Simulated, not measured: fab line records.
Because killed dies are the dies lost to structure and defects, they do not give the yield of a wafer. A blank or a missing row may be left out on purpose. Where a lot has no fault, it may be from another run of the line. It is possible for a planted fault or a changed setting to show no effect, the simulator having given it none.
Code-filled problem report in 8D (eight disciplines) form + flow berkeleyCmos170 + the parts of the form that need people (team, actions taken, sign-off) are left out

== 1. THE PROBLEM ==
Wafers free of any fault read 0.0322 ohm/sq (standard deviation 0.00045) for M2_AL_RS at UCB170_M2_RS_MEAS_02, against a mean of 0.0260 ohm/sq on 6 wafers of 2 lots. That is -14 standard deviations from the usual mean.
The step: measures by four-point-probe.
The first sign was on wafer L982.3 at day 11 02:59, on filmMetro-01. At this step, 42 wafers from 14 lots have a number in the record. Rule for "out" (also "out of limits"): further than 4 standard deviations from the usual mean. Any other wafer with a number is counted as sound.

== 2. WHAT IT IS, WHAT IT ISN'T ==
| question                    | is                         | is not                                                                                 |
|-----------------------------|----------------------------|----------------------------------------------------------------------------------------|
| which readings at this step | M2_AL_RS                   | -                                                                                      |
| which lots                  | L982, L986                 | L970, L972, L973, L974, L975, L976, L978, L981, L987, L990, L992, L993                 |
| which wafers of those lots  | all that have a number     | -                                                                                      |
| read on which gauges        | filmMetro-01, filmMetro-04 | filmMetro-03                                                                           |
| when                        | from day 11 02:59          | up to then (24 sound wafers); but 12 sound wafers of L987, L990, L992, L993 came after |

== 3. SUSPECTS, AND WHAT RULES EACH OUT ==
Counting: a tool at any process step up to the reading remains a suspect when it ran all the lots that are out and ran no sound lot after the first of those.
- ruled out: the gauge at UCB170_M2_RS_MEAS_02. Those wafers that are out were read across 2 gauges (filmMetro-01, filmMetro-04).
- pvdSputter-04 at UCB170_M2_SPUTTER_01 (material Al, target thk 900 nm, time 120 s): kept. It ran every lot that is out, first L982 (day 11 02:52), and no sound lot after that; its last sound lot up to then is L972 (day 8 18:22). Its own cathodeDcPowerW readings are out on those wafers.
The count leaves pvdSputter-04 at UCB170_M2_SPUTTER_01.

== 4. THE CAUSE (what the simulator had put in) ==
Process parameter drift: pvdSputter-04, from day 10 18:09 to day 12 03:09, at UCB170_M2_SPUTTER_01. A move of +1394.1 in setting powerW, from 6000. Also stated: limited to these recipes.
This tool alone remained once counting was done.

== 5. THE EFFECT CHAIN, in route order ==
Each row: a reading where the mean over the struck wafers with a number is more than 3 standard deviations away from the usual. Scope: only readings with a usual standard deviation given in the record; hours: median across lots of the time from each lot's start at the first step in this table that gives one to its start at this step; sigmas: change in usual standard deviations.
| hours | step                    | reading         | usual         | on struck wafers | change  | sigmas      |
|-------|-------------------------|-----------------|---------------|------------------|---------|-------------|
| 0     | UCB170_M2_SPUTTER_01    | cathodeDcPowerW | 5999.9 W      | 7394.0           | +1394.1 | +99 or more |
| 0     | UCB170_M2_RS_MEAS_02    | M2_AL_RS        | 0.0322 ohm/sq | 0.0260           | -0.0062 | -14         |
| 0     | UCB170_M2_THK_MEAS_03   | M2_AL_THK       | 904 nm        | 1114             | +210    | +15         |
| 2     | UCB170_M2_METAL_ETCH_18 | oesProductAu    | 0.857 a.u.    | 0.970            | +0.113  | +10         |
The process steps in it:
- UCB170_M2_SPUTTER_01: material Al, target thk 900 nm, time 120 s.
- UCB170_M2_METAL_ETCH_18: etches Al in Cl2/BCl3, stops on SiO2, target depth 1170 nm, time 195 s.

== 6. WHAT WOULD HAVE CAUGHT IT SOONER ==
Counted from the fault's start at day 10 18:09, it took 9 hours until the first out-of-limits reading at a measuring or inspecting step in this record, taken at day 11 02:59.
Tool's own readings at UCB170_M2_SPUTTER_01, cathodeDcPowerW: out on all struck wafers the step has rows for; an alarm limit on them would have tripped on the first.
Of the lots that are out (2), L986 began UCB170_M2_SPUTTER_01 on pvdSputter-04 after day 11 02:59. A hold on the tool at that time would have spared it.
